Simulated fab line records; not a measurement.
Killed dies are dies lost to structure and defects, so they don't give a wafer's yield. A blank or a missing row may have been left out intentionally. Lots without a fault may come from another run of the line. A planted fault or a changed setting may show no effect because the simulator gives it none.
fab line records	flow ritCmos
record lots=7	wafers=21	lastDay=7
route steps=202 shown SPACER@127 NSD@131 PSD@142 SDANNEAL@153 PLDD@159 M1@202
lots that met no fault: from a run of the same line without faults
startH: hours from the record's opening day to when the first of the lot's shown wafers began	waitH: time in hours since the lot's previous step	" identical to the entry in the row above	L1.1+2: several wafers, shown together as one row	- either no value or no given start	* or withheld: withheld	< > ~ a bound
route shown NAME@n: NAME is a module with steps in the file, n the number in the route of the first one	usual: average and standard deviation across the fault-free wafers	same: alike in all rows	chamber/n: place in a boat	sites: per-site readings	_std_site: standard deviation across them	_edge_site: mean of outer sites minus mean of inner sites	radiusMm: for every site, how far away it sits from the centre of the wafer	mask NAME#n: copy n	behind: the last tool/chamber to shape the wafer	hold: why the lot went on hold/how many hours it stayed there/how the hold came to an end	device: whichever transistor did not switch (one of n, p or np)	end of line: tests run on the same wafers once the route is complete	a step given without rows: its recipe and nothing more	killed: not the wafer's yield, but the dies lost to structure and defects at the first sort	map: per-die view of a wafer (x killed, . not killed, _ where there is no die)
set.NAME: the run value of the setting; set.NAME@STEP: its run value at that earlier step	model.NAME: the simulator's own value behind a step, which no gauge read
a table for each step, a row for each wafer; lots at some steps of the route
services: when a tool's chamber went out of use (startH, in hours from the record's first day, below 0 if earlier), for how many hours, and the reason
## steps
# step RIT_SPACER_CLEAN_02
# recipe chemistry=SC2	mix=3:3:50	timeS=600	tempC=75	dry=n2Spin
# step RIT_SPACER_CVD_03
# recipe material=Si3N4	targetThkNm=250	tempC=810	precursor=SiH2Cl2/NH3	timeS=3300	pressureMtorr=300	sih2cl2FlowSccm=60	nh3FlowSccm=150
# step RIT_SPACER_THK_MEAS_04
# recipe reads=Si3N4_of_SPACER_CVD_03
# usual SPACER_NITRIDE_THK=248.9/2.4
lot.wafer	tool	chamber	startH	waitH	SPACER_NITRIDE_THK[nm]
L669.1	filmMetro-04	-	55.29	0.0	249.3
L669.2	"	-	"	"	249.7
L669.5	"	-	"	"	249.6
L675.1	filmMetro-04	-	85.29	0.0	247.6
L675.2	"	-	"	"	250.2
L675.4	"	-	"	"	250.8
L678.1	filmMetro-01	-	101.17	0.0	248.3
L678.2	"	-	"	"	245.6
L678.4	"	-	"	"	246.2
L679.1	filmMetro-04	-	106.75	0.0	250.3
L679.2	"	-	"	"	249.4
L679.6	"	-	"	"	251.4
L683.1	filmMetro-04	-	123.48	0.0	247.5
L683.2	"	-	"	"	248.0
L683.6	"	-	"	"	249.5
L688.1	filmMetro-02	-	148.24	0.0	253.8
L688.2	"	-	"	"	253.6
L688.4	"	-	"	"	252.6
L689.2	filmMetro-01	-	155.08	0.0	249.0
L689.5	"	-	"	"	250.8
L689.6	"	-	"	"	247.7
# step RIT_SPACER_ETCHBACK_05
# recipe targetDepthA=2500	SF6_flow_sccm=30	CHF3_flow_sccm=30	target=Si3N4	chemistry=SF6/CHF3	pressureMtorr=40	rfW=250	timeS=240	stopOn=SiO2
# usual chamberPressureMTorr=40.00/0.036	drypumpMotorCurrentA=5.6/0.3	oesProductAu=0.849/0.016	throttleValvePct=10.24/0.15
lot.wafer	tool	chamber	startH	waitH	chamberPressureMTorr	drypumpMotorCurrentA	oesProductAu	rfHoursCounterH	throttleValvePct
L669.1	rieDiel-04	3	55.35	0.1	40.01	5.5	0.867	100	10.16
L669.2	"	0	"	"	39.97	5.8	0.861	137	10.02
L669.5	"	0	"	"	40.02	5.8	0.856	-	10.03
L675.1	rieDiel-01	1	85.35	0.1	40.01	5.4	0.862	116	10.04
L675.2	"	2	"	"	40.06	6.1	0.848	92	10.45
L675.4	"	1	"	"	39.94	5.4	0.870	-	10.05
L678.1	rieDiel-04	3	101.23	0.1	39.99	5.5	0.869	101	10.15
L678.2	"	2	"	"	40.07	5.4	0.815	70	10.09
L678.4	"	1	"	"	39.99	5.8	0.845	63	10.33
L679.1	rieDiel-01	1	106.81	0.1	40.00	5.4	0.873	117	10.02
L679.2	"	0	"	"	39.95	5.8	0.861	102	10.29
L679.6	"	3	"	"	40.02	5.0	0.833	-	10.36
L683.1	rieDiel-01	3	123.54	0.1	39.98	5.0	0.821	8	10.34
L683.2	"	0	"	"	39.94	5.7	0.855	102	10.29
L683.6	"	3	"	"	40.02	4.9	0.827	-	10.36
L688.1	rieDiel-03	2	148.30	0.1	40.00	5.4	0.869	7	10.21
L688.2	"	0	"	"	39.98	5.8	0.845	0	10.29
L688.4	"	1	"	"	40.03	5.2	0.859	92	10.37
L689.2	rieDiel-03	2	155.13	0.0	40.00	5.3	0.855	7	10.20
L689.5	"	3	"	"	40.07	5.7	0.856	-	10.48
L689.6	"	2	"	"	39.98	5.3	0.847	-	10.19
# step RIT_NSD_HMDS_00
# recipe primeTimeS=60	primeTempC=140
# step RIT_NSD_COAT_01
# recipe resist=NOVOLAK	spinRpm=3250	resistThkNm=989.5
# step RIT_NSD_SOFTBAKE_02
# recipe resist=NOVOLAK	tempC=90	timeS=60
# step RIT_NSD_EXPOSE_03
# recipe maskId=M9	na=0.57	targetCdNm=40700	doseMj=250
# step RIT_NSD_PEB_04
# recipe resist=NOVOLAK	tempC=withheld	timeS=withheld
# step RIT_NSD_DEVELOP_05
# recipe resist=NOVOLAK	developTimeS=50	devTempC=23
# step RIT_NSD_OVL_MEAS_06
# usual NSD_OVL=0.1/1.5
lot.wafer	tool	chamber	startH	waitH	NSD_OVL[nm]
L669.1	overlay-01	-	56.35	-	1.1
L669.2	"	-	"	"	-0.9
L669.5	"	-	"	"	1.5
L675.1	overlay-01	-	86.48	-	1.2
L675.2	"	-	"	"	-0.7
L675.4	"	-	"	"	0.3
L678.1	overlay-02	-	102.36	-	-1.0
L678.2	"	-	"	"	-0.5
L678.4	"	-	"	"	0.2
L679.1	overlay-02	-	107.94	-	-1.9
L679.2	"	-	"	"	-2.1
L679.6	"	-	"	"	-2.7
L683.1	overlay-02	-	124.54	-	0.7
L683.2	"	-	"	"	3.5
L683.6	"	-	"	"	2.5
L688.1	overlay-02	-	149.43	-	-3.1
L688.2	"	-	"	"	-0.3
L688.4	"	-	"	"	-0.4
L689.2	overlay-01	-	156.13	-	0.0
L689.5	"	-	"	"	-0.2
L689.6	"	-	"	"	2.4
# step RIT_NSD_HARDBAKE_07
# recipe resist=NOVOLAK	tempC=140	timeS=60
# step RIT_NSD_IMPLANT_08
# recipe species=P	energyKev=25	doseCm2=1e+15	tiltDeg=7
# usual beamEnergyKeV=25.001/0.0076	beamOnS=10.01/0.2
lot.wafer	tool	chamber	startH	waitH	beamEnergyKeV	beamOnS	model.implant.rpNm	model.implant.drpNm
L669.1	implanter-03	0	56.54	0.1	25.010	10.33	32.89	14.84
L669.2	"	0	"	"	25.012	10.19	32.89	14.84
L669.5	"	0	"	"	25.004	9.95	32.89	14.84
L675.1	implanter-03	0	86.66	0.1	24.991	9.94	32.58	14.84
L675.2	"	0	"	"	24.990	10.05	32.58	14.84
L675.4	"	0	"	"	25.004	9.82	32.58	14.84
L678.1	implanter-03	0	102.54	0.1	22.473	9.91	29.81	13.91
L678.2	"	0	"	"	22.468	10.02	29.81	13.91
L678.4	"	0	"	"	22.467	9.90	29.81	13.91
L679.1	implanter-03	0	108.12	0.1	22.468	10.10	30.56	13.91
L679.2	"	0	"	"	22.474	9.99	30.56	13.91
L679.6	"	0	"	"	22.459	10.17	30.56	13.91
L683.1	implanter-03	0	124.72	0.1	22.465	10.25	29.98	13.91
L683.2	"	0	"	"	22.448	9.92	29.98	13.91
L683.6	"	0	"	"	22.458	9.84	29.98	13.91
L688.1	implanter-01	0	149.69	0.1	24.999	9.95	31.78	14.84
L688.2	"	0	"	"	24.993	9.70	31.78	14.84
L688.4	"	0	"	"	24.996	9.97	31.78	14.84
L689.2	implanter-01	0	156.34	0.1	24.995	9.87	33.64	14.84
L689.5	"	0	"	"	24.992	10.27	33.64	14.84
L689.6	"	0	"	"	24.994	10.15	33.64	14.84
# step RIT_NSD_STRIP_09
# recipe chemistry=O2	timeS=180	resist=NOVOLAK	platenTempC=withheld	powerW=500	pressureMtorr=4000	o2FlowSccm=4000
# usual chamberPressureMTorr=4000/3.5	drypumpMotorCurrentA=5.8/0.32	o2FlowSccm=4001/13
lot.wafer	tool	chamber	startH	waitH	chamberPressureMTorr	drypumpMotorCurrentA	o2FlowSccm	rfHoursCounterH
L669.1	plasmaAsher-01	1	56.69	0.1	3996	5.5	3986	42
L669.2	"	0	"	"	4001	6.2	3972	42
L669.5	"	1	"	"	3998	5.5	3973	-
L675.1	plasmaAsher-04	1	86.81	0.1	3999	5.6	3987	43
L675.2	"	0	"	"	4005	5.5	4012	43
L675.4	"	1	"	"	3996	5.6	3991	-
L678.1	plasmaAsher-01	1	102.69	0.1	3999	5.5	4012	47
L678.2	"	0	"	"	4005	6.2	4015	47
L678.4	"	1	"	"	4006	5.5	4023	-
L679.1	plasmaAsher-02	0	108.27	0.1	3998	5.8	4019	46
L679.2	"	1	"	"	3994	6.2	4011	46
L679.6	"	0	"	"	4001	5.8	3996	-
L683.1	plasmaAsher-01	0	124.87	0.1	4003	6.2	4019	49
L683.2	"	1	"	"	3995	5.5	3987	49
L683.6	"	0	"	"	4000	6.2	4015	-
L688.1	plasmaAsher-04	0	149.84	0.1	4006	5.4	3997	3
L688.2	"	1	"	"	3997	5.6	4010	3
L688.4	"	1	"	"	3999	5.6	3999	-
L689.2	plasmaAsher-01	0	156.46	0.1	3996	6.2	4003	52
L689.5	"	1	"	"	4002	5.5	4005	-
L689.6	"	0	"	"	4000	6.2	4001	-
# step RIT_NSD_TW_MEAS_10
# usual NSD_TW=3091/33
lot.wafer	tool	chamber	startH	waitH	NSD_TW
L669.1	filmMetro-03	-	56.86	0.1	3107
L669.2	"	-	"	"	3118
L669.5	"	-	"	"	3116
L675.1	filmMetro-01	-	86.99	0.1	3057
L675.2	"	-	"	"	3086
L675.4	"	-	"	"	3087
L678.1	filmMetro-01	-	102.87	0.1	2991
L678.2	"	-	"	"	2987
L678.4	"	-	"	"	2997
L679.1	filmMetro-02	-	108.45	0.1	2998
L679.2	"	-	"	"	3013
L679.6	"	-	"	"	3007
L683.1	filmMetro-03	-	125.05	0.1	3057
L683.2	"	-	"	"	3060
L683.6	"	-	"	"	3068
L688.1	filmMetro-01	-	150.02	0.1	3044
L688.2	"	-	"	"	3052
L688.4	"	-	"	"	3082
L689.2	filmMetro-02	-	156.65	0.1	3113
L689.5	"	-	"	"	3124
L689.6	"	-	"	"	3117
# step RIT_PSD_HMDS_00
# recipe primeTimeS=60	primeTempC=140
# step RIT_PSD_COAT_01
# recipe resist=NOVOLAK	spinRpm=3250	resistThkNm=1000
# step RIT_PSD_SOFTBAKE_02
# recipe resist=NOVOLAK	tempC=90	timeS=60
# step RIT_PSD_EXPOSE_03
# recipe maskId=M10	na=0.57	targetCdNm=40900	doseMj=250
# step RIT_PSD_PEB_04
# recipe resist=NOVOLAK	tempC=withheld	timeS=withheld
# step RIT_PSD_DEVELOP_05
# recipe resist=NOVOLAK	developTimeS=50	devTempC=23
# step RIT_PSD_OVL_MEAS_06
# usual PSD_OVL=0.4/1.3
lot.wafer	tool	chamber	startH	waitH	PSD_OVL[nm]
L669.1	overlay-02	-	57.82	-	2.0
L669.2	"	-	"	"	2.4
L669.5	"	-	"	"	1.7
L675.1	overlay-02	-	87.90	-	-0.4
L675.2	"	-	"	"	-0.2
L675.4	"	-	"	"	0.7
L678.1	overlay-01	-	103.90	-	-0.3
L678.2	"	-	"	"	0.0
L678.4	"	-	"	"	1.3
L679.1	overlay-01	-	109.77	-	-0.5
L679.2	"	-	"	"	1.4
L679.6	"	-	"	"	-0.3
L683.1	overlay-01	-	125.99	-	0.6
L683.2	"	-	"	"	1.3
L683.6	"	-	"	"	0.4
L688.1	overlay-02	-	150.96	-	-0.5
L688.2	"	-	"	"	0.8
L688.4	"	-	"	"	-0.5
L689.2	overlay-02	-	157.61	-	1.1
L689.5	"	-	"	"	-0.9
L689.6	"	-	"	"	1.8
# step RIT_PSD_HARDBAKE_07
# recipe resist=NOVOLAK	tempC=140	timeS=60
# step RIT_PSD_IMPLANT_08
# recipe species=BF2	energyKev=27.45	doseCm2=5e+15	tiltDeg=7
# step RIT_PSD_STRIP_09
# recipe chemistry=O2	timeS=180	resist=NOVOLAK	platenTempC=withheld	powerW=500	pressureMtorr=4000	o2FlowSccm=4000
# usual chamberPressureMTorr=4000/3.4	drypumpMotorCurrentA=5.72/0.28	o2FlowSccm=4000/12
lot.wafer	tool	chamber	startH	waitH	chamberPressureMTorr	drypumpMotorCurrentA	o2FlowSccm	rfHoursCounterH
L669.1	plasmaAsher-04	0	58.15	0.1	4000	5.39	3971	40
L669.2	"	1	"	"	4002	5.58	3993	40
L669.5	"	1	"	"	4000	5.57	4012	-
L675.1	plasmaAsher-03	0	88.23	0.1	4003	6.02	3993	29
L675.2	"	1	"	"	4001	5.79	4003	29
L675.4	"	1	"	"	3998	5.81	3996	-
L678.1	plasmaAsher-04	0	104.24	0.1	3997	5.41	4000	45
L678.2	"	1	"	"	4000	5.56	3997	45
L678.4	"	1	"	"	3998	5.56	3995	-
L679.1	plasmaAsher-03	1	110.11	0.1	4002	5.83	4000	32
L679.2	"	0	"	"	4005	6.04	4010	32
L679.6	"	1	"	"	3998	5.79	3990	-
L683.1	plasmaAsher-01	1	126.33	0.1	4001	5.54	4005	49
L683.2	"	0	"	"	3997	6.21	3977	49
L683.6	"	1	"	"	4003	5.51	4008	-
L688.1	plasmaAsher-04	1	151.29	0.1	4001	5.57	3993	3
L688.2	"	0	"	"	3998	5.43	3998	3
L688.4	"	0	"	"	4001	5.41	3999	-
L689.2	plasmaAsher-03	0	157.95	0.1	4007	6.08	4000	38
L689.5	"	1	"	"	4000	5.84	4002	-
L689.6	"	0	"	"	3996	6.05	4012	-
# step RIT_PSD_TW_MEAS_10
# usual PSD_TW=3427/35
lot.wafer	tool	chamber	startH	waitH	PSD_TW
L669.1	filmMetro-03	-	58.33	0.1	3447
L669.2	"	-	"	"	3433
L669.5	"	-	"	"	3427
L675.1	filmMetro-03	-	88.41	0.1	3449
L675.2	"	-	"	"	3448
L675.4	"	-	"	"	3449
L678.1	filmMetro-03	-	104.41	0.1	3434
L678.2	"	-	"	"	3445
L678.4	"	-	"	"	3426
L679.1	filmMetro-03	-	110.28	0.1	3438
L679.2	"	-	"	"	3420
L679.6	"	-	"	"	3430
L683.1	filmMetro-03	-	126.50	0.1	3476
L683.2	"	-	"	"	3473
L683.6	"	-	"	"	3465
L688.1	filmMetro-02	-	151.47	0.1	3443
L688.2	"	-	"	"	3438
L688.4	"	-	"	"	3442
L689.2	filmMetro-01	-	158.14	0.1	3367
L689.5	"	-	"	"	3376
L689.6	"	-	"	"	3355
# step RIT_SDANNEAL_CLEAN_00
# recipe chemistry=SC1	mix=3:3:50	timeS=600	tempC=75
# step RIT_SDANNEAL_CLEAN_01
# recipe chemistry=dHF	dilution=50:1	timeS=30
# step RIT_SDANNEAL_CLEAN_02
# recipe chemistry=SC2	mix=3:3:50	timeS=590	tempC=75	dry=n2Spin
# step RIT_SDANNEAL_RTA_03
# recipe tempC=1050	timeS=5	idleTempC=600	rampUpCPerS=342	rampDownCPerS=171	coolToC=600	ambient=N2
# usual wafer_temp_C_max=1053.6/1.1
lot.wafer	tool	chamber	startH	waitH	wafer_temp_C_max
L669.1	rtpAnneal-02	0	58.77	0.0	1054.2
L669.2	"	0	"	"	1055.1
L669.5	"	0	"	"	1053.9
L675.1	rtpAnneal-02	0	88.87	0.0	1052.7
L675.2	"	0	"	"	1054.4
L675.4	"	0	"	"	1054.1
L678.1	rtpAnneal-01	0	104.87	0.0	1055.2
L678.2	"	0	"	"	1052.6
L678.4	"	0	"	"	1052.7
L679.1	rtpAnneal-02	0	110.71	0.0	1054.7
L679.2	"	0	"	"	1054.9
L679.6	"	0	"	"	1053.6
L683.1	rtpAnneal-02	0	126.93	0.0	1051.8
L683.2	"	0	"	"	1056.3
L683.6	"	0	"	"	1051.8
L688.1	rtpAnneal-01	0	152.07	0.0	1053.8
L688.2	"	0	"	"	1052.5
L688.4	"	0	"	"	1054.3
L689.2	rtpAnneal-02	0	158.59	0.0	1052.7
L689.5	"	0	"	"	1052.3
L689.6	"	0	"	"	1053.1
# step RIT_SDANNEAL_RS_MEAS_04
# recipe thkMeasGauge=four-point-probe
# usual PSD_RS=114.98/0.29
lot.wafer	tool	chamber	startH	waitH	PSD_RS[ohm/sq]
L669.1	filmMetro-01	-	58.83	0.0	115.14
L669.2	"	-	"	"	114.89
L669.5	"	-	"	"	114.78
L675.1	filmMetro-03	-	88.93	0.0	114.74
L675.2	"	-	"	"	114.87
L675.4	"	-	"	"	114.78
L678.1	filmMetro-01	-	104.93	0.0	115.18
L678.2	"	-	"	"	115.00
L678.4	"	-	"	"	115.46
L679.1	filmMetro-01	-	110.77	0.0	114.87
L679.2	"	-	"	"	114.70
L679.6	"	-	"	"	115.03
L683.1	filmMetro-02	-	126.99	0.0	114.94
L683.2	"	-	"	"	114.64
L683.6	"	-	"	"	114.89
L688.1	filmMetro-02	-	152.13	0.0	115.18
L688.2	"	-	"	"	114.88
L688.4	"	-	"	"	114.92
L689.2	filmMetro-01	-	158.65	0.1	115.19
L689.5	"	-	"	"	115.00
L689.6	"	-	"	"	114.62
# step RIT_SDANNEAL_RS_MEAS_05
# recipe thkMeasGauge=four-point-probe
# usual NSD_RS=84.65/0.28
lot.wafer	tool	chamber	startH	waitH	NSD_RS[ohm/sq]
L669.1	filmMetro-01	-	58.95	0.1	84.73
L669.2	"	-	"	"	85.12
L669.5	"	-	"	"	84.63
L675.1	filmMetro-03	-	89.05	0.1	84.52
L675.2	"	-	"	"	84.34
L675.4	"	-	"	"	84.54
L678.1	filmMetro-01	-	105.05	0.1	85.73
L678.2	"	-	"	"	85.35
L678.4	"	-	"	"	85.54
L679.1	filmMetro-01	-	110.89	0.1	86.26
L679.2	"	-	"	"	86.00
L679.6	"	-	"	"	85.95
L683.1	filmMetro-02	-	127.11	0.1	85.71
L683.2	"	-	"	"	85.71
L683.6	"	-	"	"	85.47
L688.1	filmMetro-02	-	152.25	0.1	84.99
L688.2	"	-	"	"	84.44
L688.4	"	-	"	"	84.36
L689.2	filmMetro-01	-	158.77	0.1	84.71
L689.5	"	-	"	"	84.70
L689.6	"	-	"	"	84.81
# step RIT_SDANNEAL_RS_MEAS_06
# recipe thkMeasGauge=four-point-probe
# usual PLDD_RS=178.5/0.53
lot.wafer	tool	chamber	startH	waitH	PLDD_RS[ohm/sq]
L669.1	filmMetro-01	-	59.07	0.1	178.3
L669.2	"	-	"	"	178.2
L669.5	"	-	"	"	178.8
L675.1	filmMetro-03	-	89.17	0.1	176.7
L675.2	"	-	"	"	177.8
L675.4	"	-	"	"	177.3
L678.1	filmMetro-01	-	105.17	0.1	178.2
L678.2	"	-	"	"	178.2
L678.4	"	-	"	"	178.7
L679.1	filmMetro-01	-	111.01	0.1	177.7
L679.2	"	-	"	"	177.9
L679.6	"	-	"	"	177.4
L683.1	filmMetro-02	-	127.23	0.1	178.4
L683.2	"	-	"	"	178.1
L683.6	"	-	"	"	178.1
L688.1	filmMetro-02	-	152.37	0.1	179.5
L688.2	"	-	"	"	179.1
L688.4	"	-	"	"	179.1
L689.2	filmMetro-01	-	158.89	0.1	178.3
L689.5	"	-	"	"	178.1
L689.6	"	-	"	"	178.2
# step RIT_M1_PROBE_99
# usual killedAtContacts=0.0/0.2	killedAtFrontEnd=7.2/2.5	killedDies=7.3/2.5	killedOpen=3.8/1.9	killedShort=3.5/1.8
# same grossDies=264	killed_at_M0_to_M3=0	killed_at_M4_up=0	killedAtBackSide=0	killedAtOther=0
lot.wafer	tool	chamber	startH	waitH	killedAtContacts	killedAtFrontEnd	killedDies	killedOpen	killedShort	model.etest.contactNplus.endOhmUm
L669.1	prober-01	-	66.45	0.1	0	8	8	3	5	41.84
L669.2	prober-01	-	66.50	0.1	0	8	8	4	4	41.12
L669.5	prober-01	-	66.65	0.2	0	11	11	6	5	40.82
L675.1	prober-02	-	96.18	0.1	0	8	8	5	3	41.41
L675.2	prober-02	-	96.23	0.1	0	6	6	3	3	41.66
L675.4	prober-02	-	96.33	0.2	0	3	3	1	1	40.61
L678.1	prober-01	-	112.17	0.1	0	9	9	6	3	45.62
L678.2	prober-01	-	112.22	0.1	0	9	9	4	5	45.05
L678.4	prober-01	-	112.32	0.2	0	5	5	4	1	44.36
L679.1	prober-01	-	118.15	0.1	0	5	5	4	1	44.09
L679.2	prober-01	-	118.20	0.1	0	10	10	7	3	43.79
L679.6	prober-01	-	118.40	0.2	0	10	10	6	4	44.37
L683.1	prober-01	-	134.63	0.1	0	3	3	1	2	43.24
L683.2	prober-01	-	134.68	0.1	0	7	7	6	1	42.67
L683.6	prober-01	-	134.88	0.2	0	7	7	4	3	43.26
L688.1	prober-02	-	159.91	0.1	0	7	7	5	2	41.13
L688.2	prober-02	-	159.96	0.1	0	10	10	8	2	41.2
L688.4	prober-02	-	160.06	0.2	0	4	4	2	2	40.81
L689.2	prober-01	-	166.31	0.1	0	11	11	6	5	39.83
L689.5	prober-01	-	166.46	0.2	1	8	9	5	4	41.18
L689.6	prober-01	-	166.51	0.2	0	7	7	0	7	40.76
# killed by level:class
L669.1 GATE:geometricParticle:short=4 SPACER:geometricParticle:open=2 FOX1:geometricParticle:short=1 GATE:geometricParticle:open=1
L669.2 GATE:geometricParticle:open=3 SILICIDE:geometricParticle:short=2 FOX2:geometricParticle:open=1 GATE:geometricParticle:short=1 REOX:geometricParticle:short=1
L669.5 REOX:geometricParticle:open=3 GATE:geometricParticle:short=2 REOX:geometricParticle:short=2 FOX1:geometricParticle:short=1 FOX2:geometricParticle:open=1 GATE:geometricParticle:open=1 SILICIDE:geometricParticle:open=1
L675.1 SILICIDE:geometricParticle:open=5 FOX2:geometricParticle:short=1 SPACER:geometricParticle:short=1 SILICIDE:geometricParticle:short=1
L675.2 FOX1:geometricParticle:open=2 GATE:geometricParticle:short=2 SPACER:geometricParticle:short=1 SILICIDE:geometricParticle:open=1
L675.4 FOX1:geometricParticle:open=1 SILICIDE:geometricParticle:short=1 GATE:coatMicrobubblePrinted=1
L678.1 GATE:geometricParticle:open=3 SPACER:geometricParticle:short=2 SILICIDE:geometricParticle:open=2 SPACER:geometricParticle:open=1 SILICIDE:geometricParticle:short=1
L678.2 GATE:geometricParticle:short=2 SPACER:geometricParticle:open=2 SPACER:geometricParticle:short=2 REOX:geometricParticle:open=1 REOX:geometricParticle:short=1 SILICIDE:geometricParticle:open=1
L678.4 FOX1:geometricParticle:open=1 GATE:geometricParticle:short=1 GATE:geometricParticle:open=1 REOX:geometricParticle:open=1 SPACER:geometricParticle:open=1
L679.1 GATE:geometricParticle:open=2 FOX1:geometricParticle:open=1 FOX2:geometricParticle:open=1 GATE:geometricParticle:short=1
L679.2 FOX1:geometricParticle:open=2 REOX:geometricParticle:short=2 SILICIDE:geometricParticle:open=2 FOX2:geometricParticle:open=1 GATE:geometricParticle:open=1 GATE:geometricParticle:short=1 REOX:geometricParticle:open=1
L679.6 GATE:geometricParticle:open=4 SILICIDE:geometricParticle:short=2 FOX1:geometricParticle:open=1 FOX1:geometricParticle:short=1 REOX:geometricParticle:short=1 SILICIDE:geometricParticle:open=1
L683.1 GATE:geometricParticle:short=1 GATE:geometricParticle:open=1 SPACER:geometricParticle:short=1
L683.2 GATE:geometricParticle:open=4 FOX2:geometricParticle:open=1 GATE:geometricParticle:short=1 SILICIDE:geometricParticle:open=1
L683.6 FOX2:geometricParticle:open=1 FOX2:geometricParticle:short=1 GATE:geometricParticle:short=1 GATE:geometricParticle:open=1 REOX:geometricParticle:open=1 REOX:geometricParticle:short=1 SPACER:geometricParticle:open=1
L688.1 SPACER:geometricParticle:open=3 GATE:geometricParticle:short=2 GATE:geometricParticle:open=1 SILICIDE:geometricParticle:open=1
L688.2 GATE:geometricParticle:open=5 SPACER:geometricParticle:open=2 FOX1:geometricParticle:open=1 REOX:geometricParticle:short=1 SPACER:geometricParticle:short=1
L688.4 FOX1:geometricParticle:short=1 REOX:geometricParticle:open=1 SILICIDE:geometricParticle:open=1 SILICIDE:geometricParticle:short=1
L689.2 GATE:geometricParticle:open=2 GATE:geometricParticle:short=2 REOX:geometricParticle:open=2 REOX:geometricParticle:short=1 SPACER:geometricParticle:short=1 SPACER:geometricParticle:open=1 SILICIDE:geometricParticle:short=1 SILICIDE:geometricParticle:open=1
L689.5 GATE:geometricParticle:open=3 REOX:geometricParticle:open=2 FOX1:geometricParticle:short=1 GATE:geometricParticle:short=1 REOX:geometricParticle:short=1 CONTACT:geometricParticle:short=1
L689.6 FOX1:geometricParticle:short=3 REOX:geometricParticle:short=2 GATE:geometricParticle:short=1 SPACER:geometricParticle:short=1
## services
tool	chamber	startH	hours	kind
implanter-01	-	36.80	3.0	repair
rieDiel-01	-	70.58	2.8	pm
rieDiel-01	3	79.01	14.1	repair
plasmaAsher-02	-	79.75	1.5	repair
plasmaAsher-03	-	80.05	2.8	pm
plasmaAsher-01	-	86.60	2.0	repair
implanter-01	-	87.16	1.8	repair
implanter-01	-	96.89	0.7	repair
plasmaAsher-04	-	108.75	9.0	pm
plasmaAsher-04	0	108.75	9.0	ventCycle
plasmaAsher-04	1	108.75	9.0	ventCycle
rieDiel-03	0	114.18	-	clean
rieDiel-03	0	114.18	22.0	scheduledDown
rieDiel-03	0	114.18	22.0	ventCycle
plasmaAsher-04	0	117.75	-	clean
plasmaAsher-04	1	117.75	-	clean
implanter-03	-	128.68	36.5	repair
rieDiel-03	-	139.73	1.0	repair
rieDiel-03	-	139.83	1.3	repair
rieDiel-03	-	155.28	15.6	pm
## key
firstSign step=RIT_NSD_IMPLANT_08	reading=beamEnergyKeV	direction=down	sigmas=99+	usual=25.001	struck=22.465
effect step=RIT_NSD_TW_MEAS_10	reading=NSD_TW	direction=down	sigmas=2.1	usual=3091	struck=3020
effect step=RIT_SDANNEAL_RS_MEAS_05	reading=NSD_RS	direction=up	sigmas=3.9	usual=84.65	struck=85.75
modelEffect step=RIT_NSD_IMPLANT_08	value=implant.rpNm	without=32.38	struck=30.12
modelEffect step=RIT_M1_PROBE_99	value=etest.contactNplus.endOhmUm	without=41.22	struck=44.05
metAt RIT_NSD_IMPLANT_08
struckWafers L678.1,L678.2,L678.4,L679.1,L679.2,L679.6,L683.1,L683.2,L683.6
testerLeftOut L678,L679,L683
onsetBetween 86.66 102.54
fault kind=processParameterDrift	tool=implanter-03	chamber=-	onsetH=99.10	steps=RIT_NSD_IMPLANT_08	channel=energyKev	offset=-2.5393	shape=step	endH=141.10	actsIn=theseRecipesOnly	stated=25
# testerLeftOut: of these lots the tester's yield and bins aren't shown, on N5 and GAA mostly nor the transistor test; their killed dies are dies lost to structure and defects alone, not to doping, threshold or leakage, so they don't give the yield
